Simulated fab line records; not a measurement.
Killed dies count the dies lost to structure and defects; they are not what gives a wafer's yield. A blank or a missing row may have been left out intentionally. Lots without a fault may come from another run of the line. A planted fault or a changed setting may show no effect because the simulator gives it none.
Which of the tools did it?	flow berkeley_cmos170	13 lots with 39 wafers sampled at 3 steps, on a route of 331 steps

== WHAT THE GAUGES SHOWED, per wafer ==
UCB170_PVT_OVL_MEAS_06. Usual: PVT_OVL typically reads 3 nm, with standard deviation 5.5.
lot	measured	on	PVT_OVL (nm)	flag
L350	day 6 16:08	overlay-01	6 8 7	
L353	day 6 21:14	overlay-02	1 0 9	
L352	day 6 20:58	overlay-01	1 5 -1	
L355	day 8 01:31	overlay-02	-4 -11 -7	
L356	day 8 01:14	overlay-01	8 7 12	
L357	day 8 01:46	overlay-01	5 1 6	
L361	day 8 13:14	overlay-02	5 -1 9	
L359	day 8 15:16	overlay-02	5 3 7	
L360	day 9 02:08	overlay-01	-4 4 0	
L364	day 9 02:10	overlay-02	1 -3 -3	
L365	day 9 16:46	overlay-01	-4 4 0	
L367	day 10 15:08	overlay-02	-2 0 1	
L373	day 11 13:14	overlay-01	-4 -6 1	

UCB170_GATE_CD_MEAS_12: the cd target is 350 nm. Usual: cd_nm 349.5 nm, standard deviation 1.2.
lot	measured	on	cd_nm (nm)	flag
L350	day 7 04:14	cd_sem-01	349.4 350.0 348.3	
L353	day 7 11:55	cd_sem-02	349.4 348.8 349.2	
L352	day 7 12:28	cd_sem-01	348.4 349.5 349.0	
L355	day 8 15:44	cd_sem-01	351.0 348.4 349.4	
L356	day 8 15:24	cd_sem-02	348.0 347.6 347.8	
L357	day 8 15:35	cd_sem-01	349.1 349.7 348.8	
L361	day 9 03:43	cd_sem-02	349.3 349.3 349.8	
L359	day 9 04:05	cd_sem-01	350.6 350.0 350.4	
L360	day 9 22:14	cd_sem-02	349.6 350.4 351.0	
L364	day 9 22:30	cd_sem-01	348.6 349.6 348.1	
L365	day 10 13:14	cd_sem-01	349.3 349.2 348.2	
L367	day 11 07:34	cd_sem-01	351.9 353.3 352.9	
L373	day 12 04:35	cd_sem-01	346.4 348.4 349.0	

== TOOL THAT RAN EACH LOT (tool first, then ch and the chambers of the sampled wafers, then the start) ==
lot	UCB170_NVT_STRIP_08
L350	plasma_asher-01 ch 1, day 6 13:08
L353	plasma_asher-02 ch 0,1, day 6 16:37
L352	plasma_asher-01 ch 0,1, day 6 16:40
L355	plasma_asher-03 ch 0,1, day 7 23:48
L356	plasma_asher-02 ch 0,1, day 7 23:48
L357	plasma_asher-01 ch 0,1, day 8 00:04
L361	plasma_asher-02 ch 0,1, day 8 11:33
L359	plasma_asher-01 ch 0,1, day 8 11:38
L360	plasma_asher-03 ch 0,1, day 9 00:08
L364	plasma_asher-02 ch 0,1, day 9 00:17
L365	plasma_asher-01 ch 0,1, day 9 15:28
L367	plasma_asher-03 ch 0,1, day 10 13:29
L373	plasma_asher-02 ch 0,1, day 11 11:34
- UCB170_NVT_STRIP_08: strips in O2.

== AS READ BY THE TOOLS THEMSELVES (means over the sampled wafers that have a number; for cases with no such wafer, the mark the record gives instead) ==
UCB170_NVT_STRIP_08. Usual: drypump_motor_current_A 5.8 A, standard deviation 0.57; oes_product_au 0.734 a.u., standard deviation 0.0046; strip_time_to_endpoint_s 21.62 s, standard deviation 0.063.
lot	tool	drypump_motor_current_A (A)	oes_product_au (a.u.)	strip_time_to_endpoint_s (s)	flag
L350	plasma_asher-01	6.5	0.733	21.66	
L353	plasma_asher-02	5.3	0.736	21.66	
L352	plasma_asher-01	6.4	0.735	21.64	
L355	plasma_asher-03	5.6	0.740	21.60	
L356	plasma_asher-02	5.3	0.735	21.59	
L357	plasma_asher-01	6.4	0.736	21.71	
L361	plasma_asher-02	5.3	0.730	21.67	
L359	plasma_asher-01	6.4	0.738	21.52	
L360	plasma_asher-03	5.6	0.730	21.62	
L364	plasma_asher-02	5.3	0.733	21.59	
L365	plasma_asher-01	6.4	0.734	21.68	
L367	plasma_asher-03	5.6	0.730	21.64	
L373	plasma_asher-02	5.3	0.732	21.65	

== THE ANSWER, worked out from the rows above alone ==
Rule: a lot is off if the mean of its wafers that have a number lies more than 3 standard deviations from the usual mean. Also off: a lot with no number at a reading for which 4 or more lots have one. Any other lot the step has rows for is counted as sound. First the gauges in route order, then the tools' own readings, where a lot's mean is used as printed above. The first step at which some lot is off is used, and at that step the reading that is off furthest; a lot without a number counts as furthest.
None of the lots is off at any reading shown; this tells nothing.

== WHAT HAD BEEN PUT IN BY THE SIMULATOR ==
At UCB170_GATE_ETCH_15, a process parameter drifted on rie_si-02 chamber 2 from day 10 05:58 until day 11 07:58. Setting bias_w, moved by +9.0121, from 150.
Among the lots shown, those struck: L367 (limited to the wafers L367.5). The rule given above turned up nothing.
